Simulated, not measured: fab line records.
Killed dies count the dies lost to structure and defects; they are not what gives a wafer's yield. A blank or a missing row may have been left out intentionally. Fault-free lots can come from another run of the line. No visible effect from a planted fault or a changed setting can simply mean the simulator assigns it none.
8D (eight disciplines) problem report, filled in by code    flow berkeley_cmos170    the parts of the form that need people (team, actions taken, sign-off) are left out

## 1. WHAT WENT WRONG
Across 6 wafers from 2 lots, SILICIDE_TI_RS at UCB170_SILICIDE_RS_MEAS_02 averages 21.0 ohm/sq, while fault-free wafers read 26.3 ohm/sq with a standard deviation of 0.35. That puts it -15 standard deviations away from the usual mean.
The step: measures by four-point-probe.
Seen first at day 8 08:15 on film_metro-04, wafer L212.1. Wafers with a number at this step in the record: 42, from 14 lots. Rule for "out", or "out of limits": more than 4 standard deviations from the usual mean. Any other wafer with a number is counted as sound.

## 2. WHAT IT IS; WHAT IT IS NOT
question                     is                            is not
which readings at this step  SILICIDE_TI_RS                -
which lots                   L212, L213                    L203, L204, L206, L207, L209, L211, L218, L221, L223, L224, L225, L226
which wafers of those lots   all that have a number        -
read on which gauges         film_metro-01, film_metro-04  film_metro-02
when                         from day 8 08:15              up to then (18 sound wafers); but 18 sound wafers of L218, L221, L223, L224, L225, L226 came after

## 3. WHAT RULES OUT EACH SUSPECT
Counting: any tool at a process step up to the reading is kept as a suspect provided that every lot that is out went through it and no sound lot did after the first of them.
- ruled out: the gauge at UCB170_SILICIDE_RS_MEAS_02. The wafers that are out were read on 2 gauges (film_metro-01, film_metro-04).
- pvd_sputter-01 at UCB170_SILICIDE_SPUTTER_01 (material Ti, target thk 30 nm, time 25 s): ruled out as a lasting fault. The sound lots L224 went through it after L212, its earliest lot that is out (day 8 08:13).
Left after counting: nothing in the record.

## 4. THE CAUSE (what the simulator had put in)
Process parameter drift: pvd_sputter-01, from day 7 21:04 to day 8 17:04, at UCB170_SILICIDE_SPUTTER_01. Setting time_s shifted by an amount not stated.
It was ruled out by counting, in error; the rule expects a fault to strike all lots run on its tool from its start on, and this fault did not.

## 5. SEQUENCE OF EFFECTS, ordered by route
One row per reading whose mean, taken over the struck wafers that have a number, lies over 3 standard deviations from the usual. Only readings for which the record gives a usual standard deviation are gone through. hours: the time from each lot's start at the first step in this table that gives one to its start at this step, as a median over the lots. sigmas: the change in usual standard deviations.
hours  step                         reading          usual        on struck wafers  change  sigmas
0      UCB170_SILICIDE_RS_MEAS_02   SILICIDE_TI_RS   26.3 ohm/sq  21.0              -5.3    -15
0      UCB170_SILICIDE_THK_MEAS_03  SILICIDE_TI_THK  29.6 nm      35.9              +6.3    +18

## 6. HOW IT WOULD HAVE BEEN CAUGHT EARLIER
Counted from the fault's start at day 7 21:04, it took 11 hours until the first out-of-limits reading at a measuring or inspecting step in this record, taken at day 8 08:15.
No tool reading at UCB170_SILICIDE_SPUTTER_01 that has a usual standard deviation in the record was out on any struck wafer, so an alarm limit of 4 standard deviations on those readings would not have fired.
